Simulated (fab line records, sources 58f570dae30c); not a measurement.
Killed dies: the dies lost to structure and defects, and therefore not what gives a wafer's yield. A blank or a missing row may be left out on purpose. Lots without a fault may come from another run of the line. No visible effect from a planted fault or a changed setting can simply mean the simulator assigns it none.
Which tool was responsible?    flow berkeley-cmos170    7 lots with 21 wafers sampled at 4 steps, on a route of 331 steps

## WHAT THE GAUGES READ, wafer by wafer
UCB170_SDANNEAL_RS_MEAS_03: measurement is done with a four-point probe.
lot   measured      on             NSD_RS (ohm/sq)
L887  day 7 05:17   film-metro-03  37.22 37.25 37.29
L889  day 7 05:36   film-metro-01  37.29 37.22 37.33
L891  day 7 17:27   film-metro-01  37.39 37.36 37.34
L894  day 8 22:41   film-metro-01  37.32 37.42 37.44
L899  day 9 07:29   film-metro-03  37.30 37.26 37.24
L903  day 10 13:55  film-metro-04  36.97 36.99 36.96
L906  day 10 14:23  film-metro-03  37.28 37.21 37.23

## WHICH TOOL RAN EACH LOT (tool, then ch and the chambers of the sampled wafers, then the start)
lot   UCB170_GATE_ETCH_14                UCB170_NSD_IMPLANT_08            UCB170_NSD_STRIP_09
L887  rie-diel-03 ch 0,1, day 6 16:10    implanter-04 ch 0, day 7 03:18   plasma-asher-01 ch 0,1, day 7 03:27
L889  rie-diel-04 ch 0,2,3, day 6 16:29  implanter-02 ch 0, day 7 03:25   plasma-asher-03 ch 0,1, day 7 03:32
L891  rie-diel-02 ch 1,3, day 7 05:31    implanter-04 ch 0, day 7 15:49   plasma-asher-02 ch 0,1, day 7 15:57
L894  rie-diel-02 ch 0,1,3, day 8 00:40  implanter-04 ch 0, day 8 20:32   plasma-asher-02 ch 0,1, day 8 20:39
L899  rie-diel-02 ch 0,1,3, day 8 16:53  implanter-03 ch 0, day 9 05:40   plasma-asher-02 ch 0,1, day 9 05:46
L903  rie-diel-03 ch 2,3, day 9 21:54    implanter-03 ch 0, day 10 12:17  plasma-asher-02 ch 0,1, day 10 12:26
L906  rie-diel-02 ch 1,2, day 9 22:05    implanter-04 ch 0, day 10 12:34  plasma-asher-01 ch 0,1, day 10 12:41
- UCB170_GATE_ETCH_14: etches BARC in N2/H2.
- UCB170_NSD_IMPLANT_08
- UCB170_NSD_STRIP_09: strips in O2.

## THE ANSWER, worked out from the rows above alone
Rule: the usual values come from the lots themselves. The widest of any qualifying gaps counts: lots, ordered by their means at a reading, are off when they make up no more than a third of the lots, leave a main group of 4 or more, and stand apart from it by 3 or more times the standard deviation of that group's means. A main group is skipped when, at the precision printed for the reading in the tables above, its means are all equal. Also off: a lot with no number at a reading for which 4 or more lots have one. Where the step has rows for the other lots, those lots are counted as sound.
Off: at UCB170_SDANNEAL_RS_MEAS_03 (NSD_RS), L903. For the main group the mean is 37.30 ohm/sq and the standard deviation 0.058.
A tool fits if, at a process step before that reading, it ran every lot that is off, and no sound lot after the first of them. Those tools and the gauges at UCB170_SDANNEAL_RS_MEAS_03 are tried in the same way. Can't be told from this: 4 tools fit, rie-diel-03 at UCB170_GATE_ETCH_14, implanter-03 at UCB170_NSD_IMPLANT_08, plasma-asher-02 at UCB170_NSD_STRIP_09, film-metro-04 at UCB170_SDANNEAL_RS_MEAS_03.

## WHAT HAD BEEN PUT IN BY THE SIMULATOR
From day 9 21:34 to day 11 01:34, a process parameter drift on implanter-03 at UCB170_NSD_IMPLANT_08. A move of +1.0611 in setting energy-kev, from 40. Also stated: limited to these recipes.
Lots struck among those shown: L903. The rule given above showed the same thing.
